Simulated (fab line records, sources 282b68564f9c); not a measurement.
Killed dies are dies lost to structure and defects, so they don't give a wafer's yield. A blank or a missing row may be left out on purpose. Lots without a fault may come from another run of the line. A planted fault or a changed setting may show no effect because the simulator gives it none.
Split-lot experiment | flow rit_cmos | 5 lots, 23 wafers read, on a route of 202 steps

THE SPLIT
At RIT_GATE_CVD_08 (deposits poly-Si from SiH4, target thk 250 nm, time 2220 s), the setting sih4_flow_sccm was moved away from the recipe's 100 sccm on 20 of the 23 wafers read, by -8.8% to +12.2%. The other wafers ran this setting at the recipe's value.

The file shows no step between the split and the reading.

THE READING
GATE_POLY_THK, in nm, at RIT_GATE_THK_MEAS_09. Fault-free wafers of this fab line usually give 249.5 nm, standard deviation 1.7 nm.

wafer  | tool, chamber at the split | sih4_flow_sccm as run, sccm | against the recipe | GATE_POLY_THK, nm | against lot-mates on the recipe
L074.1 | -, -                       | 105.8                       | +5.8%              | 264.0             | no lot-mate on the recipe
L074.2 | -, -                       | 105.8                       | +5.8%              | 262.7             | no lot-mate on the recipe
L074.4 | -, -                       | 105.8                       | +5.8%              | 262.7             | no lot-mate on the recipe
L074.5 | -, -                       | 105.8                       | +5.8%              | 265.3             | no lot-mate on the recipe
L074.6 | -, -                       | 105.8                       | +5.8%              | 261.8             | no lot-mate on the recipe
L079.1 | -, -                       | 93.11                       | -6.9%              | 235.8             | no lot-mate on the recipe
L079.2 | -, -                       | 93.11                       | -6.9%              | 234.0             | no lot-mate on the recipe
L079.3 | -, -                       | 93.11                       | -6.9%              | 234.7             | no lot-mate on the recipe
L079.4 | -, -                       | 93.11                       | -6.9%              | 235.9             | no lot-mate on the recipe
L079.5 | -, -                       | 93.11                       | -6.9%              | 233.7             | no lot-mate on the recipe
L080.1 | -, -                       | 91.22                       | -8.8%              | 225.6             | no lot-mate on the recipe
L080.2 | -, -                       | 91.22                       | -8.8%              | 227.9             | no lot-mate on the recipe
L080.3 | -, -                       | 91.22                       | -8.8%              | 226.1             | no lot-mate on the recipe
L080.4 | -, -                       | 91.22                       | -8.8%              | 226.5             | no lot-mate on the recipe
L080.5 | -, -                       | 91.22                       | -8.8%              | 226.7             | no lot-mate on the recipe
L084.1 | -, -                       | 112.2                       | +12.2%             | 277.2             | no lot-mate on the recipe
L084.2 | -, -                       | 112.2                       | +12.2%             | 279.5             | no lot-mate on the recipe
L084.3 | -, -                       | 112.2                       | +12.2%             | 278.9             | no lot-mate on the recipe
L084.4 | -, -                       | 112.2                       | +12.2%             | 281.1             | no lot-mate on the recipe
L084.5 | -, -                       | 112.2                       | +12.2%             | 278.1             | no lot-mate on the recipe
L085.3 | lpcvd-02, 0                | 100                         | recipe             | 249.4             | -
L085.5 | lpcvd-02, 0                | 100                         | recipe             | 249.7             | -
L085.6 | lpcvd-02, 0                | 100                         | recipe             | 248.8             | -

THE FIT
A straight line over all 23 wafers: GATE_POLY_THK changes by +2.42 nm for each +1% of sih4_flow_sccm; r = +1.00; the points scatter about the line by 1.7 nm.
Too few moved wafers have a lot-mate on the recipe to fit a line with each lot's own level taken away.

THE WHOLE CHAIN: every reading that the file lists as answering this split, in the file's order
step                 | what it does                                               | reading                                                                        | change (the file's fit)              | r (the file's)
RIT_GATE_CVD_08      | deposits poly-Si from SiH4, target thk 250 nm, time 2220 s | poly-Si_of_GATE_CVD_08.thk_nm (the simulator's own value, which no gauge read) | +2.42 nm for each +1% of the setting | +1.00
RIT_GATE_THK_MEAS_09 |                                                            | GATE_POLY_THK                                                                  | +2.42 for each +1% of the setting    | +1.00

THE FILE'S OWN FIT
GATE_POLY_THK changes by +2.42 nm for each +1% of sih4_flow_sccm, r = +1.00.
